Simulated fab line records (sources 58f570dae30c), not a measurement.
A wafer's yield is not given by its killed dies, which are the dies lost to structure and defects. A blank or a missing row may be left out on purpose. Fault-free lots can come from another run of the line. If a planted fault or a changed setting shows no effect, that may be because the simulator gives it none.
Problem report, 8D (eight disciplines) form, completed by code :: flow berkeleyCmos170 :: the parts of the form that need people (team, actions taken, sign-off) are left out

## 1. WHAT WENT WRONG
Across 9 wafers from 3 lots, M1_OVL at UCB170_M1_OVL_MEAS_10 averages 219 nm, while fault-free wafers read -2 nm with a standard deviation of 6.1. That is +36 standard deviations from the usual mean.
First seen on wafer L357.3, day 9 12:04, on overlay-02. The record holds 45 wafers of 15 lots with a number at this step. Rule for "out", or "out of limits": more than 4 standard deviations from the usual mean. Any other wafer with a number is counted as sound.

## 2. WHAT IT IS AND WHAT IT IS NOT
question: which readings at this step
is: M1_OVL
is not: -

question: which lots
is: L357, L358, L359
is not: L353, L354, L360, L361, L362, L363, L365, L366, L370, L372, L373, L374

question: which wafers of those lots
is: all that have a number
is not: -

question: read on which gauges
is: overlay-01, overlay-02
is not: -

question: when
is: from day 9 12:04
is not: up to then (6 sound wafers); but 30 sound wafers of L360, L361, L362, L363, L365, L366, L370, L372, L373, L374 came after

## 3. THE SUSPECTS, EACH WITH WHAT RULES IT OUT
Counting: a tool stays on the suspect list if, at a process step up to the reading, it processed all lots that are out and no sound lot following the first of them.
- ruled out: the gauge at UCB170_M1_OVL_MEAS_10. Those wafers that are out were read across 2 gauges (overlay-01, overlay-02).
- krfScanner-02 at UCB170_M1_EXPOSE_06 (exposes mask METAL1, target cd 700 nm): kept. It ran every lot that is out, first L357 (day 9 10:22), and no sound lot after that; its last sound lot up to then is L353 (day 8 15:46).
Left after counting: krfScanner-02 at UCB170_M1_EXPOSE_06.

## 4. THE CAUSE (what the simulator had put in)
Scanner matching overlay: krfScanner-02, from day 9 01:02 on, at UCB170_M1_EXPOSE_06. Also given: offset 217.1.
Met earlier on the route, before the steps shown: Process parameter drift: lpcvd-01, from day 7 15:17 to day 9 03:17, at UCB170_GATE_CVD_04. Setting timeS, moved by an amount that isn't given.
This tool alone remained once counting was done.

## 5. THE EFFECT CHAIN, in route order
Rows list readings where the struck wafers' mean (over those with a number) sits beyond 3 standard deviations from the usual. Scope: only readings with a usual standard deviation given in the record; hours: median across lots of the time from each lot's start at the first step in this table that gives one to its start at this step; sigmas: change in usual standard deviations.
hours: 0
step: UCB170_M1_OVL_MEAS_10
reading: M1_OVL
usual: -2 nm
on struck wafers: 219
change: +221
sigmas: +36

## 6. HOW IT WOULD HAVE BEEN CAUGHT EARLIER
The first out-of-limits reading at a measuring or inspecting step in this record came at day 9 12:04, 11 hours after the fault's start at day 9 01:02.
No tool reading at UCB170_M1_EXPOSE_06 that has a usual standard deviation in the record was out on any struck wafer, so an alarm limit of 4 standard deviations on those readings would not have fired.
L359, from the lots that are out (3), started UCB170_M1_EXPOSE_06 on krfScanner-02 later than day 9 12:04. It would have been spared by a hold on the tool at that moment.
